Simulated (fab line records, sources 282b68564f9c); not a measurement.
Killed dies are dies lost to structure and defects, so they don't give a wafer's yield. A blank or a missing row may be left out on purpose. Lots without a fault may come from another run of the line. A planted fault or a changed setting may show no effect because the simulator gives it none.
fab line records | flow rit_cmos
record lots=6 wafers=18 last_day=7
route steps=202 shown PSD@144 SDANNEAL@153 NSD@158 PLDD@159 NLDD@160 SILICIDE@161 M1@202
lots that met no fault: from a run of the same line without faults
start_h: hours from the record's first day to the start of the lot's first wafer shown | wait_h: hours since the lot's step before | " the same as in the row above | L1.1+2: a row that stands for several wafers | - no value, or no start given | * or withheld: withheld | < > ~ a bound
route shown NAME@n: a module of which the file shows steps, and the number in the route of the first | usual: mean/standard deviation of fault-free wafers | same: alike in all rows | chamber/n: place in a boat | sites: the reading at each site | _std_site: their standard deviation | _edge_site: outer sites' mean less inner sites' | radius_mm: how far each site lies from the wafer's centre | mask NAME#n: copy n | behind: the tool/chamber that last shaped the wafer | hold: why the lot was held/for how many hours/how that ended | device: the transistor (n, p or np) that didn't switch | end of line: the same wafers' tests at the end of the route | a step without rows: its recipe alone | killed: dies lost to structure and defects at the first sort, not the wafer's yield | map: a wafer's dies, x killed, . not, _ none there
set.NAME: the setting as run; set.NAME@STEP: as run at that earlier step | model.NAME: the simulator's own value behind a step, which no gauge read
lots at some steps of the route; a table a step, a row a wafer
services: from which hour (start_h, from the record's first day; less than 0 if before it) a tool's chamber was out of use, for how many hours, and why
## steps
# step RIT_PSD_SOFTBAKE_02
# recipe resist=NOVOLAK temp_c=90 time_s=60
# step RIT_PSD_EXPOSE_03
# recipe mask_id=M10 na=0.57 target_cd_nm=40900 dose_mj=250
# step RIT_PSD_PEB_04
# recipe resist=NOVOLAK temp_c=withheld time_s=withheld
# step RIT_PSD_DEVELOP_05
# recipe resist=NOVOLAK develop_time_s=50 dev_temp_c=23
# step RIT_PSD_OVL_MEAS_06
# usual PSD_OVL=-1.3/1.6
# columns lot.wafer tool chamber start_h wait_h PSD_OVL[nm]
L466.2 overlay-02 - 52.83 - -1.5
L466.4 " - " " -2.3
L466.5 " - " " -0.8
L470.2 overlay-02 - 71.40 - -2.1
L470.3 " - " " -3.6
L470.6 " - " " -2.2
L476.1 overlay-01 - 103.50 - 0.3
L476.4 " - " " -0.3
L476.5 " - " " -0.4
L478.2 overlay-02 - 113.14 - -0.1
L478.3 " - " " 1.0
L478.5 " - " " 1.3
L487.2 overlay-01 - 155.26 - -0.4
L487.3 " - " " -1.9
L487.5 " - " " -1.4
L489.1 overlay-02 - 169.71 - -2.0
L489.4 " - " " -0.4
L489.5 " - " " -4.3
# step RIT_PSD_HARDBAKE_07
# recipe resist=NOVOLAK temp_c=140 time_s=60
# step RIT_PSD_IMPLANT_08
# recipe species=BF2 energy_kev=27 dose_cm2=5e+15 tilt_deg=7
# step RIT_PSD_STRIP_09
# recipe chemistry=O2 time_s=180 resist=NOVOLAK platen_temp_c=withheld power_w=500 pressure_mtorr=4000 o2_flow_sccm=4000
# usual drypump_motor_current_A=5.5/0.46 rf_refl_power_W=6.5/1.3
# same time_s=180
# columns lot.wafer tool chamber start_h wait_h drypump_motor_current_A rf_hours_counter_h rf_refl_power_W
L466.2 plasma_asher-01 0 53.16 0.1 6.1 44 6.2
L466.4 " 1 " " 5.1 - 6.2
L466.5 " 0 " " 6.1 - 6.3
L470.2 plasma_asher-01 0 71.73 0.1 6.1 46 6.0
L470.3 " 0 " " 6.1 - 6.0
L470.6 " 1 " " 5.1 - 6.1
L476.1 plasma_asher-03 1 103.90 0.1 5.4 27 5.1
L476.4 " 1 " " 5.4 - 5.0
L476.5 " 1 " " 5.4 - 4.9
L478.2 plasma_asher-01 1 113.47 0.1 5.1 51 6.1
L478.3 " 0 " " 6.1 - 5.9
L478.5 " 0 " " 6.1 - 6.0
L487.2 plasma_asher-03 1 155.59 0.1 5.4 32 4.9
L487.3 " 0 " " 5.2 - 7.6
L487.5 " 0 " " 5.2 - 7.8
L489.1 plasma_asher-02 1 170.04 0.1 5.3 6 9.5
L489.4 " 0 " " 6.2 - 6.2
L489.5 " 1 " " 5.3 - 9.4
# step RIT_PSD_TW_MEAS_10
# usual PSD_TW=3417/20
# columns lot.wafer tool chamber start_h wait_h PSD_TW
L466.2 film_metro-02 - 53.34 0.1 3418
L466.4 " - " " 3414
L466.5 " - " " 3410
L470.2 film_metro-01 - 71.92 0.1 3399
L470.3 " - " " 3400
L470.6 " - " " 3398
L476.1 film_metro-02 - 104.08 0.1 3441
L476.4 " - " " 3431
L476.5 " - " " 3456
L478.2 film_metro-01 - 113.65 0.1 3437
L478.3 " - " " 3430
L478.5 " - " " 3432
L487.2 film_metro-02 - 155.78 0.1 3471
L487.3 " - " " 3441
L487.5 " - " " 3456
L489.1 film_metro-01 - 170.22 0.1 3378
L489.4 " - " " 3391
L489.5 " - " " 3408
# step RIT_SDANNEAL_CLEAN_00
# recipe chemistry=SC1 mix=3:3:50 time_s=600 temp_c=75
# step RIT_SDANNEAL_CLEAN_01
# recipe chemistry=dHF dilution=50:1 time_s=30
# step RIT_SDANNEAL_CLEAN_02
# recipe chemistry=SC2 mix=3:3:50 time_s=600 temp_c=75 dry=n2_spin
# step RIT_SDANNEAL_RTA_03
# recipe temp_c=1050 time_s=5 idle_temp_c=600 ramp_up_c_per_s=342 ramp_down_c_per_s=171 cool_to_c=600 ambient=N2
# usual wafer_temp_C_max=1053.6/1.3
# columns lot.wafer tool chamber start_h wait_h wafer_temp_C_max
L466.2 rtp_anneal-02 0 53.77 0.0 1053.2
L466.4 " 0 " " 1054.0
L466.5 " 0 " " 1054.8
L470.2 rtp_anneal-02 0 72.38 0.0 1054.6
L470.3 " 0 " " 1052.4
L470.6 " 0 " " 1054.4
L476.1 rtp_anneal-02 0 104.55 0.0 1055.7
L476.4 " 0 " " 1055.5
L476.5 " 0 " " 1053.6
L478.2 rtp_anneal-02 0 114.26 0.0 1053.0
L478.3 " 0 " " 1052.6
L478.5 " 0 " " 1053.1
L487.2 rtp_anneal-01 0 156.24 0.0 1052.9
L487.3 " 0 " " 1052.6
L487.5 " 0 " " 1053.6
L489.1 rtp_anneal-01 0 170.89 0.0 1053.2
L489.4 " 0 " " 1052.3
L489.5 " 0 " " 1055.4
# step RIT_SDANNEAL_RS_MEAS_04
# recipe thk_meas_gauge=four-point-probe
# usual PSD_RS=115.6/0.32
# columns lot.wafer tool chamber start_h wait_h PSD_RS[ohm/sq]
L466.2 film_metro-01 - 53.84 0.1 115.4
L466.4 " - " " 115.8
L466.5 " - " " 115.7
L470.2 film_metro-01 - 72.45 0.1 115.2
L470.3 " - " " 115.0
L470.6 " - " " 115.3
L476.1 film_metro-02 - 104.61 0.0 97.4
L476.4 " - " " 98.0
L476.5 " - " " 97.2
L478.2 film_metro-02 - 114.32 0.1 97.7
L478.3 " - " " 97.2
L478.5 " - " " 97.3
L487.2 film_metro-01 - 156.31 0.1 115.7
L487.3 " - " " 115.4
L487.5 " - " " 115.6
L489.1 film_metro-02 - 170.95 0.0 115.9
L489.4 " - " " 116.0
L489.5 " - " " 116.2
# step RIT_SDANNEAL_RS_MEAS_05
# recipe thk_meas_gauge=four-point-probe
# usual NSD_RS=84.4/0.33
# columns lot.wafer tool chamber start_h wait_h NSD_RS[ohm/sq]
L466.2 film_metro-01 - 53.96 0.1 84.2
L466.4 " - " " 84.4
L466.5 " - " " 84.1
L470.2 film_metro-01 - 72.57 0.1 84.0
L470.3 " - " " 84.2
L470.6 " - " " 84.5
L476.1 film_metro-02 - 104.73 0.1 81.2
L476.4 " - " " 81.4
L476.5 " - " " 81.4
L478.2 film_metro-02 - 114.44 0.1 82.1
L478.3 " - " " 81.7
L478.5 " - " " 82.0
L487.2 film_metro-01 - 156.43 0.1 84.1
L487.3 " - " " 83.7
L487.5 " - " " 83.7
L489.1 film_metro-02 - 171.07 0.1 84.6
L489.4 " - " " 84.8
L489.5 " - " " 84.6
# step RIT_SDANNEAL_RS_MEAS_06
# recipe thk_meas_gauge=four-point-probe
# usual PLDD_RS=178.3/0.51
# columns lot.wafer tool chamber start_h wait_h PLDD_RS[ohm/sq]
L466.2 film_metro-01 - 54.08 0.1 178.3
L466.4 " - " " 178.5
L466.5 " - " " 177.8
L470.2 film_metro-01 - 72.69 0.1 177.6
L470.3 " - " " 177.8
L470.6 " - " " 177.7
L476.1 film_metro-02 - 104.85 0.1 161.0
L476.4 " - " " 161.6
L476.5 " - " " 161.1
L478.2 film_metro-02 - 114.56 0.1 161.3
L478.3 " - " " 161.4
L478.5 " - " " 161.0
L487.2 film_metro-01 - 156.55 0.1 178.4
L487.3 " - " " 178.3
L487.5 " - " " 178.1
L489.1 film_metro-02 - 171.19 0.1 178.4
L489.4 " - " " 178.1
L489.5 " - " " 178.8
# step RIT_SDANNEAL_RS_MEAS_07
# recipe thk_meas_gauge=four-point-probe
# usual NLDD_RS=151.5/0.52
# columns lot.wafer tool chamber start_h wait_h NLDD_RS[ohm/sq]
L466.2 film_metro-01 - 54.20 0.1 151.1
L466.4 " - " " 151.0
L466.5 " - " " 150.8
L470.2 film_metro-01 - 72.81 0.1 150.2
L470.3 " - " " 150.6
L470.6 " - " " 150.5
L476.1 film_metro-02 - 104.97 0.1 148.9
L476.4 " - " " 148.3
L476.5 " - " " 148.8
L478.2 film_metro-02 - 114.68 0.1 148.6
L478.3 " - " " 148.7
L478.5 " - " " 148.9
L487.2 film_metro-01 - 156.67 0.1 151.4
L487.3 " - " " 151.4
L487.5 " - " " 151.3
L489.1 film_metro-02 - 171.31 0.1 151.8
L489.4 " - " " 151.9
L489.5 " - " " 152.7
# step RIT_SILICIDE_WET_ETCH_00
# recipe chemistry=BOE target=SiO2 target_depth_nm=14 time_s=15 dry=n2_spin dilution=10:1 temp_c=21.5
# step RIT_M1_PROBE_99
# usual killed_at_contacts=0.1/0.32 killed_at_front_end=7/3 killed_dies=7/3.1 killed_open=3.3/1.8 killed_short=3.6/2
# same gross_dies=264 killed_at_M0_to_M3=0 killed_at_M4_up=0 killed_at_back_side=0 killed_at_other=0
# columns lot.wafer tool chamber start_h wait_h killed_at_contacts killed_at_front_end killed_dies killed_open killed_short
L466.2 prober-01 - 61.59 0.1 0 5 5 3 2
L466.4 prober-01 - 61.69 0.2 0 17 17 4 13
L466.5 prober-01 - 61.74 0.2 0 4 4 2 2
L470.2 prober-01 - 79.84 0.1 0 4 4 1 3
L470.3 prober-01 - 79.89 0.2 0 12 12 5 7
L470.6 prober-01 - 80.04 0.2 0 10 10 5 5
L476.1 prober-01 - 112.27 0.1 0 4 4 1 3
L476.4 prober-01 - 112.42 0.2 0 7 7 4 3
L476.5 prober-01 - 112.47 0.2 0 8 8 4 4
L478.2 prober-01 - 121.86 0.1 0 9 9 7 2
L478.3 prober-01 - 121.91 0.2 0 8 8 3 5
L478.5 prober-01 - 122.01 0.2 0 4 4 1 3
L487.2 prober-02 - 163.92 0.1 0 5 5 4 1
L487.3 prober-02 - 163.97 0.2 1 6 7 3 4
L487.5 prober-02 - 164.07 0.2 1 13 14 5 8
L489.1 prober-02 - 178.57 0.1 0 11 11 5 6
L489.4 prober-02 - 178.72 0.2 0 4 4 1 3
L489.5 prober-02 - 178.77 0.2 0 9 9 3 6
# killed by level:class
L466.2 FOX1:geometric_particle:open=2 REOX:geometric_particle:short=1 REOX:geometric_particle:open=1 SPACER:geometric_particle:short=1
L466.4 GATE:geometric_particle:short=9 FOX1:geometric_particle:short=2 SILICIDE:geometric_particle:open=2 ACTIVE:geometric_particle:short=1 FOX1:geometric_particle:open=1 GATE:geometric_particle:open=1 REOX:geometric_particle:short=1
L466.5 FOX2:geometric_particle:open=1 GATE:geometric_particle:open=1 GATE:geometric_particle:short=1 REOX:geometric_particle:short=1
L470.2 SPACER:geometric_particle:short=2 FOX1:geometric_particle:short=1 GATE:geometric_particle:open=1
L470.3 GATE:geometric_particle:short=3 GATE:geometric_particle:open=2 FOX1:geometric_particle:open=1 FOX1:geometric_particle:short=1 FOX2:geometric_particle:open=1 REOX:geometric_particle:open=1 REOX:geometric_particle:short=1 SPACER:geometric_particle:short=1
L470.6 FOX2:geometric_particle:short=3 FOX2:geometric_particle:open=2 FOX1:geometric_particle:short=1 GATE:geometric_particle:open=1 GATE:geometric_particle:short=1 SPACER:geometric_particle:open=1 SILICIDE:geometric_particle:open=1
L476.1 FOX1:geometric_particle:open=1 FOX1:geometric_particle:short=1 GATE:geometric_particle:short=1 SPACER:geometric_particle:short=1
L476.4 SILICIDE:geometric_particle:open=3 GATE:geometric_particle:short=1 REOX:geometric_particle:short=1 SPACER:geometric_particle:short=1 STARTING-WAFER:geometric_particle:open=1
L476.5 REOX:geometric_particle:short=3 SPACER:geometric_particle:open=3 GATE:geometric_particle:open=1 GATE:geometric_particle:short=1
L478.2 GATE:geometric_particle:open=3 FOX1:geometric_particle:short=2 SILICIDE:geometric_particle:open=2 REOX:geometric_particle:open=1 SPACER:geometric_particle:open=1
L478.3 GATE:geometric_particle:short=2 FOX1:geometric_particle:short=1 GATE:geometric_particle:open=1 REOX:geometric_particle:open=1 REOX:geometric_particle:short=1 SILICIDE:geometric_particle:open=1 SILICIDE:geometric_particle:short=1
L478.5 FOX1:geometric_particle:short=2 REOX:geometric_particle:short=1 SILICIDE:geometric_particle:open=1
L487.2 GATE:geometric_particle:open=3 FOX2:geometric_particle:open=1 GATE:geometric_particle:short=1
L487.3 SILICIDE:geometric_particle:open=2 FOX1:geometric_particle:short=1 FOX2:geometric_particle:short=1 GATE:geometric_particle:short=1 SPACER:geometric_particle:open=1 CONTACT:geometric_particle:short=1
L487.5 GATE:geometric_particle:short=5 GATE:geometric_particle:open=2 REOX:geometric_particle:short=2 ACTIVE:geometric_particle:short=1 FOX1:geometric_particle:open=1 SPACER:geometric_particle:open=1 SILICIDE:geometric_particle:open=1 CONTACT:coat_microbubble_printed=1
L489.1 REOX:geometric_particle:short=3 GATE:geometric_particle:short=2 REOX:geometric_particle:open=2 SILICIDE:geometric_particle:open=2 GATE:geometric_particle:open=1 SILICIDE:geometric_particle:short=1
L489.4 FOX1:geometric_particle:short=1 GATE:geometric_particle:short=1 SILICIDE:geometric_particle:short=1 SILICIDE:geometric_particle:open=1
L489.5 FOX1:geometric_particle:short=4 SILICIDE:geometric_particle:open=2 GATE:geometric_particle:short=1 REOX:geometric_particle:open=1 SILICIDE:geometric_particle:short=1
## services
# columns tool chamber start_h hours kind
plasma_asher-03 - 107.98 6.8 repair
plasma_asher-02 - 108.75 9.0 pm
plasma_asher-02 0 108.75 9.0 vent_cycle
plasma_asher-02 1 108.75 9.0 vent_cycle
plasma_asher-02 0 117.75 - clean
plasma_asher-02 1 117.75 - clean
rtp_anneal-02 - 152.63 5.1 pm
## key
first_sign step=RIT_SDANNEAL_RS_MEAS_04 reading=PSD_RS direction=down sigmas=57 usual=115.6 struck=97.5
effect step=RIT_SDANNEAL_RS_MEAS_05 reading=NSD_RS direction=down sigmas=8.2 usual=84.4 struck=81.6
effect step=RIT_SDANNEAL_RS_MEAS_06 reading=PLDD_RS direction=down sigmas=33 usual=178.3 struck=161.2
effect step=RIT_SDANNEAL_RS_MEAS_07 reading=NLDD_RS direction=down sigmas=5.3 usual=151.5 struck=148.7
met_at RIT_SDANNEAL_RTA_03
struck_wafers L476.1,L476.4,L476.5,L478.2,L478.3,L478.5
tester_left_out L476,L478
onset_between 72.38 104.55
fault kind=process_parameter_drift tool=rtp_anneal-02 chamber=- onset_h=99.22 steps=RIT_SDANNEAL_RTA_03 channel=time_s offset=* shape=step end_h=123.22 acts_in=* stated=*
# tester_left_out: of these lots the tester's yield and bins aren't shown, on N5 and GAA mostly nor the transistor test; their killed dies are dies lost to structure and defects alone, not to doping, threshold or leakage, so they don't give the yield
